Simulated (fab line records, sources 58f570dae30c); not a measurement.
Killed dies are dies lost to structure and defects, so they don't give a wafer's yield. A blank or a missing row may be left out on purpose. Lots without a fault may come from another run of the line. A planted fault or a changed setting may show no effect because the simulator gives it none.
Which tool did it? | flow berkeley_cmos170 | 14 lots, 42 wafers sampled, at 4 steps of a route of 331

WHAT THE GAUGES READ, wafer by wafer
UCB170_START_BOW_MEAS_00. Usual: INCOMING_BOW 0 um, standard deviation 7.1.
lot  | measured    | on            | INCOMING_BOW (um) | flag
L138 | day 1 10:01 | film_metro-01 | 1 0 5             |
L139 | day 1 15:01 | film_metro-02 | 1 -4 2            |
L140 | day 1 20:04 | film_metro-01 | -16 3 9           |
L141 | day 2 01:00 | film_metro-01 | 0 3 -6            |
L142 | day 2 06:01 | film_metro-04 | -10 -1 -8         |
L143 | day 2 11:01 | film_metro-02 | -8 3 -4           |
L144 | day 2 16:01 | film_metro-01 | 3 -2 -7           |
L145 | day 2 21:00 | film_metro-02 | -6 -11 5          |
L146 | day 3 02:00 | film_metro-02 | 4 14 1            |
L150 | day 3 22:01 | film_metro-01 | -11 -2 -5         |
L151 | day 4 03:00 | film_metro-02 | 0 -5 3            |
L156 | day 5 04:02 | film_metro-02 | 6 5 -1            |
L159 | day 5 19:01 | film_metro-02 | 9 10 -2           |
L161 | day 6 05:00 | film_metro-04 | -10 9 1           |

UCB170_M1_CD_MEAS_90: target cd 700 nm. Usual: cd_nm 699 nm, standard deviation 3.2.
lot  | measured     | on        | cd_nm (nm)  | flag
L138 | day 8 07:44  | cd_sem-02 | 703 705 703 |
L139 | day 9 01:49  | cd_sem-01 | 702 701 702 |
L140 | day 9 01:56  | cd_sem-02 | 701 699 702 |
L141 | day 9 03:43  | cd_sem-02 | 704 702 702 |
L142 | day 9 03:12  | cd_sem-01 | 698 703 695 |
L143 | day 10 08:42 | cd_sem-02 | 701 700 698 |
L144 | day 10 07:08 | cd_sem-02 | 702 695 701 |
L145 | day 10 09:48 | cd_sem-02 | 697 697 703 |
L146 | day 10 07:50 | cd_sem-02 | 697 705 695 |
L150 | day 11 05:57 | cd_sem-01 | 702 701 702 |
L151 | day 11 21:36 | cd_sem-02 | 702 697 702 |
L156 | day 12 18:56 | cd_sem-02 | 701 698 699 |
L159 | day 13 07:54 | cd_sem-01 | 696 701 700 |
L161 | day 14 03:25 | cd_sem-02 | 694 704 703 |

UCB170_M3_BOW_MEAS_20. Usual: M3_BOW 36 um, standard deviation 7.2.
lot  | measured     | on            | M3_BOW (um) | flag
L138 | day 8 20:55  | film_metro-01 | 36 34 37    |
L139 | day 9 13:53  | film_metro-04 | 38 32 40    |
L140 | day 9 16:52  | film_metro-02 | 23 40 46    |
L141 | day 9 21:36  | film_metro-04 | 34 38 27    |
L142 | day 9 22:10  | film_metro-04 | 27 38 32    |
L143 | day 10 23:56 | film_metro-04 | 24 36 29    |
L144 | day 10 19:22 | film_metro-04 | 39 33 27    |
L145 | day 10 23:59 | film_metro-01 | 34 27 44    |
L146 | day 10 23:23 | film_metro-04 | 41 52 39    |
L150 | day 11 18:33 | film_metro-02 | 24 34 31    |
L151 | day 12 10:34 | film_metro-04 | 39 33 41    |
L156 | day 13 07:10 | film_metro-01 | 41 39 33    |
L159 | day 14 03:29 | film_metro-04 | 46 46 35    |
L161 | day 14 17:49 | film_metro-04 | 28 46 39    |

WHICH TOOL RAN EACH LOT (tool, then ch and the chambers of the sampled wafers, then the start)
lot  | UCB170_NLDD_IMPLANT_08
L138 | implanter-04 ch 0, day 7 06:44
L139 | implanter-04 ch 0, day 8 01:10
L140 | implanter-01 ch 0, day 8 01:27
L141 | implanter-03 ch 0, day 8 01:49
L142 | implanter-01 ch 0, day 8 09:49
L143 | implanter-01 ch 0, day 9 10:40
L144 | implanter-04 ch 0, day 9 10:23
L145 | implanter-04 ch 0, day 9 11:07
L146 | implanter-03 ch 0, day 9 10:52
L150 | implanter-03 ch 0, day 10 08:43
L151 | implanter-03 ch 0, day 10 23:01
L156 | implanter-03 ch 0, day 11 22:03
L159 | implanter-01 ch 0, day 12 10:50
L161 | implanter-04 ch 0, day 13 02:30
- UCB170_NLDD_IMPLANT_08

WHAT THE TOOLS THEMSELVES READ (means of the sampled wafers that have a number; where no wafer has one, the mark that the record gives instead)
UCB170_NLDD_IMPLANT_08. Usual: beam_energy_keV 29.999, standard deviation 0.01; beam_on_s 9.98 s, standard deviation 0.19; end_station_pressure_torr 5.12e-06 Torr, standard deviation 2.9e-07.
lot  | tool         | beam_energy_keV | beam_on_s (s) | end_station_pressure_torr (Torr) | flag
L138 | implanter-04 | 29.994          | 10.04         | 5.11e-06                         |
L139 | implanter-04 | 29.998          | 10.06         | 4.75e-06                         |
L140 | implanter-01 | 30.001          | 9.99          | 4.86e-06                         |
L141 | implanter-03 | 29.998          | 9.69          | 5.27e-06                         |
L142 | implanter-01 | 29.996          | 10.14         | 5.06e-06                         |
L143 | implanter-01 | 29.999          | 9.77          | 5.08e-06                         |
L144 | implanter-04 | 29.993          | 9.97          | 5.19e-06                         |
L145 | implanter-04 | 30.003          | 10.05         | 4.82e-06                         |
L146 | implanter-03 | 30.001          | 9.89          | 5.12e-06                         |
L150 | implanter-03 | 30.012          | 10.10         | 5.13e-06                         |
L151 | implanter-03 | 30.466          | 9.79          | 5.21e-06                         | OFF
L156 | implanter-03 | 30.470          | 10.03         | 5.20e-06                         | OFF
L159 | implanter-01 | 30.002          | 10.17         | 4.91e-06                         |
L161 | implanter-04 | 30.004          | 9.94          | 4.92e-06                         |

THE ANSWER, worked out from the rows above alone
Rule: a lot is off if the mean of its wafers that have a number lies more than 3 standard deviations from the usual mean. A lot without any number at a reading at which 4 lots or more have one is off too. The other lots that the step has rows for count as sound. The gauges are gone through in route order, then the tools' own readings, and for those a lot's mean is taken as printed above. The first step at which some lot is off is used, and at that step the reading that is off furthest; a lot without a number counts as furthest.
Off: L151, L156, at UCB170_NLDD_IMPLANT_08 (beam_energy_keV).
A tool fits if, at that step or a process step before it, it ran every lot that is off, and no sound lot after the first of them. One fits: implanter-03 at UCB170_NLDD_IMPLANT_08. Its last sound lot is L150 (day 10 08:43), its first lot that is off L151 (day 10 23:01): a fault that began between those two fits.
The tool's own readings at UCB170_NLDD_IMPLANT_08 bear it out: on the lots that are off they differ by more than 5 times the standard deviation of the sound lots' means. beam_energy_keV reads 30.468 there against 30.000 on the sound lots.

WHAT THE SIMULATOR HAD PUT IN
Process parameter drift: implanter-03, from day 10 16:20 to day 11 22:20, at UCB170_NLDD_IMPLANT_08. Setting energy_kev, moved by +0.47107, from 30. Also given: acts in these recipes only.
Lots struck among those shown: L151, L156. The rule above found the same.
